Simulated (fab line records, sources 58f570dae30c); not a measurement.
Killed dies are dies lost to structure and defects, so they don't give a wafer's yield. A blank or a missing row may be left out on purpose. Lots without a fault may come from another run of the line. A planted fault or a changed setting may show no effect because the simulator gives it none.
fab line records | flow berkeley_cmos170
record lots=5 wafers=15 last_day=12
route steps=331 shown M2@271 V2@292
lots that met no fault: from a run of the same line without faults
start_h: hours from the record's first day to the start of the lot's first wafer shown | wait_h: hours since the lot's step before | " the same as in the row above | L1.1+2: a row that stands for several wafers | - no value, or no start given | * or withheld: withheld | < > ~ a bound
route shown NAME@n: a module of which the file shows steps, and the number in the route of the first | usual: mean/standard deviation of fault-free wafers | same: alike in all rows | chamber/n: place in a boat | sites: the reading at each site | _std_site: their standard deviation | _edge_site: outer sites' mean less inner sites' | radius_mm: how far each site lies from the wafer's centre | mask NAME#n: copy n | behind: the tool/chamber that last shaped the wafer | hold: why the lot was held/for how many hours/how that ended | device: the transistor (n, p or np) that didn't switch | end of line: the same wafers' tests at the end of the route | a step without rows: its recipe alone | killed: dies lost to structure and defects at the first sort, not the wafer's yield | map: a wafer's dies, x killed, . not, _ none there
set.NAME: the setting as run; set.NAME@STEP: as run at that earlier step | model.NAME: the simulator's own value behind a step, which no gauge read
lots at some steps of the route; a table a step, a row a wafer
services: from which hour (start_h, from the record's first day; less than 0 if before it) a tool's chamber was out of use, for how many hours, and why
## steps
# step UCB170_M2_PRE_CLEAN_00
# recipe gas=Ar preclean_etch_time_s=60
# columns lot.wafer tool chamber start_h wait_h
L077.4+5+6 pvd_sputter-03 - 186.07 0.0
L080.3+5+6 pvd_sputter-02 - 238.59 0.1
L081.2+3+4 pvd_sputter-03 - 239.07 0.1
L087.1+4+6 pvd_sputter-01 - 262.68 0.1
L090.1+3+5 pvd_sputter-02 - 279.17 0.1
# step UCB170_M2_SPUTTER_01
# recipe material=Al target_thk_nm=900 time_s=120 power_w=6000 chamber_pressure_pa=0.5
# usual throttle_valve_pct=30.3/0.76
# same time_s=120
# columns lot.wafer tool chamber start_h wait_h throttle_valve_pct
L077.4 pvd_sputter-03 - 186.14 0.0 30.7
L077.5 " - " " 30.1
L077.6 " - " " 31.0
L080.3 pvd_sputter-02 - 238.66 0.0 29.9
L080.5 " - " " 30.3
L080.6 " - " " 29.8
L081.2 pvd_sputter-03 - 239.14 0.0 31.4
L081.3 " - " " 30.3
L081.4 " - " " 31.3
L087.1 pvd_sputter-01 - 262.75 0.0 28.9
L087.4 " - " " 30.5
L087.6 " - " " 30.7
L090.1 pvd_sputter-02 - 279.24 0.0 29.8
L090.3 " - " " 30.6
L090.5 " - " " 30.0
# step UCB170_M2_RS_MEAS_02
# recipe thk_meas_gauge=four-point-probe reads=Al_of_M2_SPUTTER_01
# usual M2_AL_RS=0.0321/0.00035
# columns lot.wafer tool chamber start_h wait_h M2_AL_RS[ohm/sq]
L077.4 film_metro-02 - 186.28 0.1 0.0317
L077.5 " - " " 0.0319
L077.6 " - " " 0.0329
L080.3 film_metro-02 - 238.78 0.1 0.0321
L080.5 " - " " 0.0321
L080.6 " - " " 0.0324
L081.2 film_metro-03 - 239.24 0.1 0.0321
L081.3 " - " " 0.0318
L081.4 " - " " 0.0324
L087.1 film_metro-04 - 262.83 0.0 0.0320
L087.4 " - " " 0.0320
L087.6 " - " " 0.0319
L090.1 film_metro-03 - 279.32 0.0 0.0322
L090.3 " - " " 0.0321
L090.5 " - " " 0.0324
# step UCB170_M2_THK_MEAS_03
# recipe thk_meas_gauge=xrf reads=Al_of_M2_SPUTTER_01
# usual M2_AL_THK=906/12
# columns lot.wafer tool chamber start_h wait_h M2_AL_THK[nm]
L077.4 film_metro-02 - 186.37 0.1 909
L077.5 " - " " 902
L077.6 " - " " 881
L080.3 film_metro-02 - 238.88 0.1 900
L080.5 " - " " 907
L080.6 " - " " 896
L081.2 film_metro-03 - 239.35 0.1 912
L081.3 " - " " 925
L081.4 " - " " 901
L087.1 film_metro-04 - 262.95 0.1 909
L087.4 " - " " 914
L087.6 " - " " 911
L090.1 film_metro-03 - 279.44 0.1 904
L090.3 " - " " 912
L090.5 " - " " 899
# step UCB170_M2_HMDS_04
# recipe prime_time_s=60 prime_temp_c=100
# usual prime_temp_c=99.98/0.11 resist_line_temp_C=22.99/0.12
# same prime_time_s=60
# columns lot.wafer tool chamber start_h wait_h prime_temp_c resist_line_temp_C
L077.4 litho_track-03 0 186.49 0.1 99.98 23.33
L077.5 " 0 " " 100.01 23.08
L077.6 " 0 " " 100.02 23.25
L080.3 litho_track-01 0 239.36 0.5 99.96 22.88
L080.5 " 0 " " 99.97 22.93
L080.6 " 0 " " 100.11 22.90
L081.2 litho_track-01 0 239.79 0.4 100.08 22.87
L081.3 " 0 " " 99.87 22.89
L081.4 " 0 " " 100.00 22.89
L087.1 litho_track-03 0 263.01 0.1 100.17 22.85
L087.4 " 0 " " 99.95 23.11
L087.6 " 0 " " 99.92 23.08
L090.1 litho_track-03 0 279.50 0.1 100.03 22.83
L090.3 " 0 " " 99.95 22.93
L090.5 " 0 " " 99.97 23.00
# step UCB170_M2_COAT_05
# recipe resist=KrF spin_rpm=1500 resist_thk_nm=900
# usual resist_line_temp_C=23.00/0.091
# columns lot.wafer tool chamber start_h wait_h resist_line_temp_C
L077.4 litho_track-03 0 186.64 0.1 22.89
L077.5 " 0 " " 22.98
L077.6 " 0 " " 23.08
L080.3 litho_track-01 0 239.51 0.1 23.13
L080.5 " 0 " " 23.21
L080.6 " 0 " " 23.10
L081.2 litho_track-01 0 239.94 0.1 22.90
L081.3 " 0 " " 22.93
L081.4 " 0 " " 22.94
L087.1 litho_track-03 0 263.16 0.1 22.97
L087.4 " 0 " " 23.09
L087.6 " 0 " " 22.96
L090.1 litho_track-03 0 279.65 0.1 23.15
L090.3 " 0 " " 22.97
L090.5 " 0 " " 23.14
# step UCB170_M2_SOFTBAKE_06
# recipe resist=KrF temp_c=130 time_s=60
# usual resist_line_temp_C=22.98/0.1
# same time_s=60
# columns lot.wafer tool chamber start_h wait_h resist_line_temp_C
L077.4 litho_track-03 0 186.79 0.1 22.94
L077.5 " 0 " " 22.95
L077.6 " 0 " " 23.03
L080.3 litho_track-01 0 239.66 0.1 23.00
L080.5 " 0 " " 22.95
L080.6 " 0 " " 22.93
L081.2 litho_track-01 0 240.09 0.1 22.96
L081.3 " 0 " " 23.05
L081.4 " 0 " " 23.06
L087.1 litho_track-03 0 263.31 0.1 22.94
L087.4 " 0 " " 23.00
L087.6 " 0 " " 22.98
L090.1 litho_track-03 0 279.80 0.1 23.07
L090.3 " 0 " " 23.14
L090.5 " 0 " " 23.19
# step UCB170_M2_STRIP_07
# recipe chemistry=O2 power_w=400 pressure_mtorr=3500 platen_temp_c=withheld o2_flow_sccm=400 overash_fraction=0.5
# usual drypump_motor_current_A=5.6/0.43 oes_product_au=0.735/0.0046 strip_time_to_endpoint_s=21.99/0.075
# columns lot.wafer tool chamber start_h wait_h drypump_motor_current_A oes_product_au rf_hours_counter_h strip_time_to_endpoint_s
L077.4 plasma_asher-02 0 186.90 0.1 5.4 0.734 - 21.98
L077.5 " 1 " " 5.9 0.735 - 22.05
L077.6 " 0 " " 5.4 0.738 - 21.99
L080.3 plasma_asher-04 0 239.80 0.1 5.6 0.736 - 21.95
L080.5 " 0 " " 5.7 0.743 - 21.89
L080.6 " 1 " " 5.1 0.735 - 21.87
L081.2 plasma_asher-01 1 240.21 0.1 6.4 0.734 14 21.91
L081.3 " 1 " " 6.4 0.732 - 21.99
L081.4 " 0 " " 5.3 0.734 - 22.03
L087.1 plasma_asher-04 0 263.46 0.1 5.7 0.732 46 22.01
L087.4 " 1 " " 5.1 0.719 - 22.02
L087.6 " 1 " " 5.1 0.734 - 22.07
L090.1 plasma_asher-01 1 279.95 0.1 6.4 0.738 20 21.88
L090.3 " 0 " " 5.3 0.740 - 21.92
L090.5 " 1 " " 6.4 0.731 - 21.87
# step UCB170_M2_STRIP_08
# recipe chemistry=DMSO temp_c=80 time_s=600 material=KrF
# usual bath_guard_temp_C=79.9/0.33 bath_heat_duty_pct=16.8/1.4
# same time_s=600
# columns lot.wafer tool chamber start_h wait_h bath_guard_temp_C bath_heat_duty_pct
L077.4 wet_bench-01 1 186.96 0.0 80.2 17.3
L077.5 " 1 " " 79.8 17.7
L077.6 " 1 " " 79.7 17.7
L080.3 wet_bench-01 2 239.96 0.1 79.5 15.5
L080.5 " 2 " " 79.8 15.9
L080.6 " 2 " " 79.4 16.9
L081.2 wet_bench-01 2 240.33 0.1 79.7 16.3
L081.3 " 2 " " 79.5 14.8
L081.4 " 2 " " 79.6 15.9
L087.1 wet_bench-01 2 263.97 0.5 79.6 15.9
L087.4 " 2 " " 80.0 15.4
L087.6 " 2 " " 79.8 15.7
L090.1 wet_bench-01 1 280.12 0.1 79.7 16.1
L090.3 " 1 " " 80.4 17.4
L090.5 " 1 " " 79.8 15.9
# step UCB170_M2_COAT_09
# recipe resist=BARC temp_c=withheld time_s=withheld spin_rpm=3000 resist_thk_nm=withheld
# usual resist_line_temp_C=*
# columns lot.wafer tool chamber start_h wait_h resist_line_temp_C
L077.4 litho_track-03 0 187.39 0.3 *
L077.5 " 0 " " *
L077.6 " 0 " " *
L080.3 litho_track-04 0 240.73 0.6 *
L080.5 " 0 " " *
L080.6 " 0 " " *
L081.2 litho_track-04 0 241.16 0.6 *
L081.3 " 0 " " *
L081.4 " 0 " " *
L087.1 litho_track-03 0 264.64 0.5 *
L087.4 " 0 " " *
L087.6 " 0 " " *
L090.1 litho_track-04 0 280.36 0.0 *
L090.3 " 0 " " *
L090.5 " 0 " " *
# step UCB170_M2_COAT_10
# recipe resist=KrF spin_rpm=1500 resist_thk_nm=900
# usual resist_line_temp_C=22.98/0.12
# columns lot.wafer tool chamber start_h wait_h resist_line_temp_C
L077.4 litho_track-03 0 - - 23.01
L077.5 " 0 " " 23.06
L077.6 " 0 " " 22.98
L080.3 litho_track-04 0 - - 23.06
L080.5 " 0 " " 23.25
L080.6 " 0 " " 23.05
L081.2 litho_track-04 0 - - 22.86
L081.3 " 0 " " 22.88
L081.4 " 0 " " 23.06
L087.1 litho_track-03 0 - - 23.03
L087.4 " 0 " " 23.01
L087.6 " 0 " " 23.05
L090.1 litho_track-04 0 - - 23.01
L090.3 " 0 " " 23.05
L090.5 " 0 " " 23.06
# step UCB170_M2_SOFTBAKE_11
# recipe resist=KrF temp_c=130 time_s=60
# usual resist_line_temp_C=23.01/0.097
# same time_s=60
# columns lot.wafer tool chamber start_h wait_h resist_line_temp_C
L077.4 litho_track-03 0 - - 23.01
L077.5 " 0 " " 22.95
L077.6 " 0 " " 22.97
L080.3 litho_track-04 0 - - 23.08
L080.5 " 0 " " 22.95
L080.6 " 0 " " 22.99
L081.2 litho_track-04 0 - - 22.91
L081.3 " 0 " " 23.11
L081.4 " 0 " " 23.06
L087.1 litho_track-03 0 - - 22.99
L087.4 " 0 " " 23.02
L087.6 " 0 " " 23.12
L090.1 litho_track-04 0 - - 22.88
L090.3 " 0 " " 22.98
L090.5 " 0 " " 22.97
# step UCB170_M2_EXPOSE_12
# recipe mask_id=METAL2 target_cd_nm=700 na=0.5 sigma_outer=0.6 source_shape=conventional dose_mj=26
# same na=0.5
# columns lot.wafer tool chamber start_h wait_h mask
L077.4+5+6 krf_scanner-01 0 188.10 - METAL2#0
L080.3+5+6 krf_scanner-02 0 241.30 - METAL2#0
L081.2+3+4 krf_scanner-02 0 241.60 - METAL2#0
L087.1+4+6 krf_scanner-02 0 265.21 - METAL2#0
L090.1+3+5 krf_scanner-01 0 280.94 - METAL2#0
# step UCB170_M2_PEB_13
# recipe peb_temp_c=130 peb_time_s=withheld resist=KrF
# usual resist_line_temp_C=22.96/0.11
# columns lot.wafer tool chamber start_h wait_h resist_line_temp_C
L077.4 litho_track-03 0 188.23 0.1 23.08
L077.5 " 0 " " 23.01
L077.6 " 0 " " 22.93
L080.3 litho_track-04 0 242.08 0.8 23.06
L080.5 " 0 " " 23.09
L080.6 " 0 " " 23.13
L081.2 litho_track-04 0 242.33 0.7 22.80
L081.3 " 0 " " 22.73
L081.4 " 0 " " 22.83
L087.1 litho_track-01 0 265.82 0.6 22.99
L087.4 " 0 " " 23.05
L087.6 " 0 " " 22.88
L090.1 litho_track-03 0 281.28 0.3 23.04
L090.3 " 0 " " 23.02
L090.5 " 0 " " 23.10
# step UCB170_M2_DEVELOP_14
# recipe developer=TMAH develop_time_s=45 resist=KrF dev_temp_c=21
# usual resist_line_temp_C=22.98/0.11
# columns lot.wafer tool chamber start_h wait_h resist_line_temp_C
L077.4 litho_track-03 0 - - 22.86
L077.5 " 0 " " 22.83
L077.6 " 0 " " 22.92
L080.3 litho_track-04 0 - - 23.05
L080.5 " 0 " " 23.08
L080.6 " 0 " " 23.06
L081.2 litho_track-04 0 - - 22.96
L081.3 " 0 " " 23.13
L081.4 " 0 " " 22.96
L087.1 litho_track-01 0 - - 22.97
L087.4 " 0 " " 23.07
L087.6 " 0 " " 23.05
L090.1 litho_track-03 0 - - 23.01
L090.3 " 0 " " 22.98
L090.5 " 0 " " 23.02
# step UCB170_M2_CD_MEAS_15
# recipe target_cd_nm=700
# usual cd_nm=699.6/1.4
# columns lot.wafer tool chamber start_h wait_h cd_nm
L077.4 cd_sem-01 - 188.49 - 699.1
L077.5 " - " " 699.3
L077.6 " - " " 699.6
L080.3 cd_sem-01 - 242.35 - 699.4
L080.5 " - " " 700.3
L080.6 " - " " 700.5
L081.2 cd_sem-01 - 242.60 - 700.7
L081.3 " - " " 701.5
L081.4 " - " " 701.4
L087.1 cd_sem-01 - 266.09 - 700.0
L087.4 " - " " 700.4
L087.6 " - " " 699.1
L090.1 cd_sem-02 - 281.56 - 698.1
L090.3 " - " " 699.3
L090.5 " - " " 697.9
# step UCB170_M2_OVL_MEAS_16
# usual M2_OVL=1/4.8
# columns lot.wafer tool chamber start_h wait_h M2_OVL[nm]
L077.4 overlay-01 - 188.57 0.1 5
L077.5 " - " " 3
L077.6 " - " " 3
L080.3 overlay-01 - 242.44 0.1 -7
L080.5 " - " " 6
L080.6 " - " " 4
L081.2 overlay-01 - 242.71 0.1 -6
L081.3 " - " " 3
L081.4 " - " " 2
L087.1 overlay-02 - 266.21 0.1 3
L087.4 " - " " 3
L087.6 " - " " 4
L090.1 overlay-01 - 281.68 0.1 6
L090.3 " - " " 7
L090.5 " - " " 4
# step UCB170_M2_ETCH_17
# recipe chemistry=N2/H2 target_depth_a=withheld overetch_a=withheld target=BARC time_s=withheld source_w=500 bias_w=100 pressure_mtorr=30 n2_flow_sccm=100 h2_flow_sccm=200
# usual drypump_motor_current_A=5.6/0.45 oes_product_au=1.013/0.022 throttle_valve_pct=13.33/0.089
# columns lot.wafer tool chamber start_h wait_h drypump_motor_current_A oes_product_au throttle_valve_pct
L077.4 rie_diel-02 0 188.59 0.0 5.8 0.993 13.35
L077.5 " 1 " " 5.4 1.075 13.30
L077.6 " 2 " " 5.8 1.001 13.46
L080.3 rie_diel-01 1 242.47 0.0 5.1 1.015 13.10
L080.5 " 3 " " 5.7 1.019 13.50
L080.6 " 0 " " 5.3 1.008 13.24
L081.2 rie_diel-04 1 242.74 0.0 5.3 1.022 13.27
L081.3 " 0 " " 6.6 1.028 13.25
L081.4 " 2 " " 4.9 0.996 13.37
L087.1 rie_diel-04 1 266.25 0.0 5.3 1.022 13.29
L087.4 " 3 " " 5.2 0.997 13.33
L087.6 " 1 " " 5.3 1.025 13.27
L090.1 rie_diel-02 0 281.71 0.0 5.8 0.990 13.36
L090.3 " 2 " " 5.8 0.994 13.48
L090.5 " 3 " " 5.6 1.012 13.35
# step UCB170_M2_METAL_ETCH_18
# recipe chemistry=Cl2/BCl3 target=Al stop_on=SiO2 pressure_mtorr=12 target_depth_a=11700 over_etch_frac=0.3 time_s=197.7 icp_w=600 bias_w=120 Cl2_flow_sccm=90 bcl3_flow_sccm=45
# usual drypump_motor_current_A=5.6/0.39 oes_product_au=0.847/0.015 throttle_valve_pct=24.2/0.31
# same time_s=197.7
# columns lot.wafer tool chamber start_h wait_h drypump_motor_current_A oes_product_au rf_hours_counter_h throttle_valve_pct
L077.4 rie_metal-04 1 188.69 - 5.5 0.839 - 24.6
L077.5 " 0 " " 5.9 0.847 - 24.7
L077.6 " 1 " " 5.5 0.821 - 24.6
L080.3 rie_metal-02 0 242.57 - 6.0 0.848 - 23.9
L080.5 " 0 " " 6.0 0.848 - 23.9
L080.6 " 1 " " 5.9 0.831 - 24.1
L081.2 rie_metal-03 1 242.78 - 4.9 0.869 7 24.2
L081.3 " 0 " " 5.6 0.865 - 23.9
L081.4 " 1 " " 4.9 0.854 - 24.2
L087.1 rie_metal-03 0 266.29 - 5.6 0.859 2 23.9
L087.4 " 1 " " 4.9 0.860 - 24.2
L087.6 " 0 " " 5.6 0.864 - 23.9
L090.1 rie_metal-02 0 281.76 - 6.0 0.851 14 23.9
L090.3 " 0 " " 6.0 0.853 - 23.9
L090.5 " 1 " " 6.0 0.839 - 24.2
# step UCB170_M2_STRIP_19
# recipe chemistry=O2 power_w=400 pressure_mtorr=3500 platen_temp_c=withheld o2_flow_sccm=400 overash_fraction=0.5
# usual drypump_motor_current_A=5.6/0.45 oes_product_au=0.545/0.013
# columns lot.wafer tool chamber start_h wait_h drypump_motor_current_A oes_product_au rf_hours_counter_h
L077.4 plasma_asher-04 1 188.85 0.1 5.0 0.561 -
L077.5 " 0 " " 5.7 0.537 -
L077.6 " 1 " " 5.1 0.561 -
L080.3 plasma_asher-01 1 242.73 0.1 6.3 0.525 -
L080.5 " 0 " " 5.3 0.520 -
L080.6 " 1 " " 6.4 0.542 -
L081.2 plasma_asher-04 1 242.97 0.1 5.1 0.563 44
L081.3 " 1 " " 5.1 0.534 -
L081.4 " 0 " " 5.7 0.557 -
L087.1 plasma_asher-01 0 266.48 0.1 5.3 0.522 18
L087.4 " 0 " " 5.3 0.533 -
L087.6 " 1 " " 6.4 0.526 -
L090.1 plasma_asher-04 0 281.94 0.1 5.7 0.529 48
L090.3 " 0 " " 5.7 0.534 -
L090.5 " 1 " " 5.1 0.549 -
# step UCB170_M2_CD_MEAS_90
# recipe target_cd_nm=700
# usual cd_nm=700/3.3
# columns lot.wafer tool chamber start_h wait_h cd_nm
L077.4 cd_sem-01 - 188.97 0.1 699
L077.5 " - " " 699
L077.6 " - " " 702
L080.3 cd_sem-01 - 242.83 0.1 693
L080.5 " - " " 694
L080.6 " - " " 699
L081.2 cd_sem-02 - 243.09 0.1 700
L081.3 " - " " 703
L081.4 " - " " 703
L087.1 cd_sem-02 - 266.58 0.1 702
L087.4 " - " " 702
L087.6 " - " " 703
L090.1 cd_sem-01 - 282.04 0.1 696
L090.3 " - " " 694
L090.5 " - " " 696
# step UCB170_V2_CVD_00
# recipe material=SiO2 target_thk_nm=2000 temp_c=390 precursor=TEOS/O2 time_s=250 rf_w=550 pressure_mtorr=9000
# usual heater_power_w=260/69
# same time_s=250
# columns lot.wafer tool chamber start_h wait_h heater_power_w
L077.4 pecvd-04 0 189.11 0.1 286
L077.5 " 1 " " 290
L077.6 " 2 " " 275
L080.3 pecvd-02 1 242.91 0.1 266
L080.5 " 0 " " 122
L080.6 " 1 " " 205
L081.2 pecvd-04 0 243.19 0.1 331
L081.3 " 1 " " 294
L081.4 " 0 " " 401
L087.1 pecvd-04 1 266.70 0.1 281
L087.4 " 1 " " 212
L087.6 " 2 " " 369
L090.1 pecvd-02 0 282.16 0.1 185
L090.3 " 2 " " 226
L090.5 " 2 " " 273
# step UCB170_V2_THK_MEAS_01
# recipe reads=SiO2_of_V2_CVD_00
# usual V2_TEOS_THK=2003/30
# columns lot.wafer tool chamber start_h wait_h V2_TEOS_THK[nm]
L077.4 film_metro-03 - 189.22 0.0 1993
L077.5 " - " " 1972
L077.6 " - " " 2031
L080.3 film_metro-04 - 243.09 0.1 2012
L080.5 " - " " 1999
L080.6 " - " " 2033
L081.2 film_metro-01 - 243.36 0.1 1936
L081.3 " - " " 1915
L081.4 " - " " 1962
L087.1 film_metro-01 - 266.86 0.1 1947
L087.4 " - " " 1994
L087.6 " - " " 2060
L090.1 film_metro-04 - 282.32 0.1 1968
L090.3 " - " " 1985
L090.5 " - " " 2021
# step UCB170_V2_CMP_02
# recipe material=SiO2 down_force_psi=6 platen_rpm=60 pad_velocity_m_s=0.75398
# usual motor_current_A=17.1/1.5
# columns lot.wafer tool chamber start_h wait_h motor_current_A
L077.4 cmp-02 2 189.35 0.1 16.0
L077.5 " 0 " " 19.5
L077.6 " 1 " " 15.9
L080.3 cmp-02 3 243.28 0.2 17.5
L080.5 " 0 " " 18.9
L080.6 " 1 " " 16.8
L081.2 cmp-02 0 243.43 0.1 19.9
L081.3 " 1 " " 15.6
L081.4 " 2 " " 16.4
L087.4 cmp-01 0 266.92 0.0 15.6
L087.1 " 2 " " 16.9
L087.6 " 1 " " 18.5
L090.1 cmp-01 0 282.48 0.1 15.2
L090.3 " 1 " " 17.6
L090.5 " 3 " " 15.7
# step UCB170_V2_BOW_MEAS_03
# recipe mode=bow
# usual V2_BOW=36/6.8
# columns lot.wafer tool chamber start_h wait_h V2_BOW[um]
L077.4 film_metro-01 - 189.61 0.2 36
L077.5 " - " " 35
L077.6 " - " " 41
L080.3 film_metro-04 - 243.47 0.1 37
L080.5 " - " " 47
L080.6 " - " " 38
L081.2 film_metro-01 - 243.75 0.3 35
L081.3 " - " " 34
L081.4 " - " " 35
L087.1 film_metro-03 - 267.22 0.1 33
L087.4 " - " " 30
L087.6 " - " " 38
L090.1 film_metro-04 - 282.68 0.1 37
L090.3 " - " " 33
L090.5 " - " " 30
# step UCB170_V2_THK_MEAS_04
# recipe reads=SiO2_of_V2_CVD_00
# usual V2_POLISHED_THK=1000.3/1.4
# columns lot.wafer tool chamber start_h wait_h V2_POLISHED_THK[nm]
L077.4 film_metro-01 - 189.70 0.1 1000.3
L077.5 " - " " 999.9
L077.6 " - " " 1001.3
L080.3 film_metro-04 - 243.57 0.1 1001.9
L080.5 " - " " 999.1
L080.6 " - " " 1000.6
L081.2 film_metro-01 - 243.86 0.1 999.2
L081.3 " - " " 998.7
L081.4 " - " " 1000.9
L087.1 film_metro-03 - 267.34 0.1 998.1
L087.4 " - " " 998.5
L087.6 " - " " 1001.0
L090.1 film_metro-04 - 282.80 0.1 999.6
L090.3 " - " " 998.6
L090.5 " - " " 1000.2
# step UCB170_V2_CLEAN_05
# recipe chemistry=DIW
# columns lot.wafer tool chamber start_h wait_h
L077.4+5+6 wet_bench-01 2 189.73 0.0
L080.3+5+6 wet_bench-01 2 244.82 1.2
L081.2+3+4 wet_bench-01 2 244.82 1.0
L087.1+4+6 wet_bench-03 1 267.44 0.1
L090.1+3+5 wet_bench-01 3 282.86 0.1
# step UCB170_V2_HMDS_06
# recipe prime_time_s=60 prime_temp_c=100
# usual prime_temp_c=99.99/0.12 resist_line_temp_C=23.01/0.095
# same prime_time_s=60
# columns lot.wafer tool chamber start_h wait_h prime_temp_c resist_line_temp_C
L077.4 litho_track-01 0 190.04 0.1 99.97 22.91
L077.5 " 0 " " 99.97 23.01
L077.6 " 0 " " 100.02 23.10
L081.2 litho_track-04 0 245.78 0.8 100.10 22.67
L081.3 " 0 " " 99.93 22.91
L081.4 " 0 " " 100.00 22.93
L080.3 litho_track-01 0 246.07 1.1 99.84 23.13
L080.5 " 0 " " 99.85 23.11
L080.6 " 0 " " 99.83 23.10
L087.1 litho_track-01 0 268.17 0.6 100.00 23.06
L087.4 " 0 " " 99.84 23.00
L087.6 " 0 " " 99.96 22.97
L090.1 litho_track-02 0 283.16 0.1 100.07 23.05
L090.3 " 0 " " 99.93 23.10
L090.5 " 0 " " 100.13 22.96
# step UCB170_V2_COAT_07
# recipe resist=KrF spin_rpm=1500 resist_thk_nm=900
# usual resist_line_temp_C=22.98/0.11
# columns lot.wafer tool chamber start_h wait_h resist_line_temp_C
L077.4 litho_track-01 0 190.19 0.1 22.89
L077.5 " 0 " " 23.01
L077.6 " 0 " " 22.99
L081.2 litho_track-04 0 245.93 0.1 22.96
L081.3 " 0 " " 22.95
L081.4 " 0 " " 23.05
L080.3 litho_track-01 0 246.22 0.1 23.01
L080.5 " 0 " " 22.87
L080.6 " 0 " " 22.85
L087.1 litho_track-01 0 268.32 0.1 22.87
L087.4 " 0 " " 22.85
L087.6 " 0 " " 22.81
L090.1 litho_track-02 0 283.31 0.1 22.76
L090.3 " 0 " " 22.91
L090.5 " 0 " " 22.84
# step UCB170_V2_SOFTBAKE_08
# recipe resist=KrF temp_c=130 time_s=60
# usual resist_line_temp_C=22.99/0.1
# same time_s=60
# columns lot.wafer tool chamber start_h wait_h resist_line_temp_C
L077.4 litho_track-01 0 190.34 0.1 22.75
L077.5 " 0 " " 22.97
L077.6 " 0 " " 22.98
L081.2 litho_track-04 0 246.08 0.1 22.89
L081.3 " 0 " " 23.07
L081.4 " 0 " " 23.02
L080.3 litho_track-01 0 246.37 0.1 22.94
L080.5 " 0 " " 22.90
L080.6 " 0 " " 22.94
L087.1 litho_track-01 0 268.47 0.1 23.14
L087.4 " 0 " " 23.11
L087.6 " 0 " " 23.22
L090.1 litho_track-02 0 283.46 0.1 23.09
L090.3 " 0 " " 23.05
L090.5 " 0 " " 22.90
# step UCB170_V2_EXPOSE_09
# recipe mask_id=VIA2 target_cd_nm=700 na=0.5 sigma_outer=0.6 source_shape=conventional dose_mj=37
# same na=0.5
# columns lot.wafer tool chamber start_h wait_h mask
L077.4+5+6 krf_scanner-02 0 190.60 0.2 VIA2#0
L081.2+3+4 krf_scanner-02 0 - - VIA2#0
L080.3+5+6 krf_scanner-01 0 - - VIA2#0
L087.1+4+6 krf_scanner-02 0 268.62 0.1 VIA2#0
L090.1+3+5 krf_scanner-02 0 283.74 0.2 VIA2#0
# step UCB170_V2_PEB_10
# recipe peb_temp_c=130.7 peb_time_s=withheld resist=KrF
# usual resist_line_temp_C=22.99/0.11
# columns lot.wafer tool chamber start_h wait_h resist_line_temp_C
L077.4 litho_track-04 0 190.73 0.1 22.85
L077.5 " 0 " " 22.93
L077.6 " 0 " " 23.06
L081.2 litho_track-02 0 - - 22.95
L081.3 " 0 " " 23.03
L081.4 " 0 " " 23.03
L080.3 litho_track-01 0 - - 23.09
L080.5 " 0 " " 23.17
L080.6 " 0 " " 23.05
L087.1 litho_track-02 0 268.77 0.1 22.92
L087.4 " 0 " " 22.71
L087.6 " 0 " " 22.88
L090.1 litho_track-02 0 283.86 0.1 22.90
L090.3 " 0 " " 23.02
L090.5 " 0 " " 22.96
# step UCB170_V2_DEVELOP_11
# recipe developer=TMAH develop_time_s=45 resist=KrF dev_temp_c=21
# usual resist_line_temp_C=22.99/0.11
# columns lot.wafer tool chamber start_h wait_h resist_line_temp_C
L077.4 litho_track-04 0 - - 22.91
L077.5 " 0 " " 22.92
L077.6 " 0 " " 22.83
L081.2 litho_track-02 0 - - 22.96
L081.3 " 0 " " 22.96
L081.4 " 0 " " 22.87
L080.3 litho_track-01 0 - - 22.93
L080.5 " 0 " " 22.85
L080.6 " 0 " " 23.03
L087.1 litho_track-02 0 - - 22.93
L087.4 " 0 " " 23.16
L087.6 " 0 " " 23.00
L090.1 litho_track-02 0 - - 22.95
L090.3 " 0 " " 22.93
L090.5 " 0 " " 23.06
# step UCB170_V2_CD_MEAS_12
# recipe target_cd_nm=700
# usual cd_nm=700.1/1.4
# columns lot.wafer tool chamber start_h wait_h cd_nm
L077.4 cd_sem-02 - 190.99 - 700.2
L077.5 " - " " 699.3
L077.6 " - " " 700.0
L081.2 cd_sem-01 - 248.67 - 700.2
L081.3 " - " " 700.0
L081.4 " - " " 699.3
L080.3 cd_sem-02 - 248.86 - 701.8
L080.5 " - " " 701.2
L080.6 " - " " 701.9
L087.1 cd_sem-01 - 269.09 - 697.5
L087.4 " - " " 698.9
L087.6 " - " " 698.0
L090.1 cd_sem-01 - 284.13 - 701.5
L090.3 " - " " 702.1
L090.5 " - " " 700.7
# step UCB170_V2_OVL_MEAS_13
# usual V2_OVL=7/4.4
# columns lot.wafer tool chamber start_h wait_h V2_OVL[nm]
L077.4 overlay-02 - 191.07 0.1 3
L077.5 " - " " 11
L077.6 " - " " 5
L081.2 overlay-01 - 248.77 0.1 11
L081.3 " - " " 13
L081.4 " - " " 11
L080.3 overlay-02 - 248.95 0.1 7
L080.5 " - " " 4
L080.6 " - " " 0
L087.1 overlay-01 - 269.21 0.1 5
L087.4 " - " " 5
L087.6 " - " " 2
L090.1 overlay-02 - 284.25 0.1 9
L090.3 " - " " 9
L090.5 " - " " 9
## services
# columns tool chamber start_h hours kind
rie_diel-02 - 166.06 2.8 pm
plasma_asher-04 - 168.81 3.6 repair
cmp-01 - 170.71 9.3 pm
plasma_asher-04 - 172.44 4.7 repair
rie_metal-02 - 173.28 31.8 repair
krf_scanner-02 - 177.02 0.8 pm
krf_scanner-01 - 182.63 3.0 pm
rie_diel-04 0 183.71 3.7 repair
cmp-01 - 189.11 2.6 repair
pvd_sputter-01 - 189.40 5.2 repair
krf_scanner-01 - 193.91 0.8 pm
rie_metal-02 0 194.98 2.9 repair
cmp-01 - 198.97 0.2 repair
pecvd-02 - 225.31 0.8 repair
cmp-01 - 232.00 4.0 pm
krf_scanner-02 - 232.45 1.3 pm
cmp-01 - 234.64 1.4 repair
krf_scanner-02 - 234.74 0.3 repair
plasma_asher-01 - 236.83 0.4 repair
cmp-01 - 236.96 14.5 pm
pvd_sputter-02 - 240.11 2.1 repair
plasma_asher-04 - 244.08 7.6 repair
pecvd-04 0 278.35 8.7 repair
pecvd-04 - 279.17 0.8 pm
## key
fault none
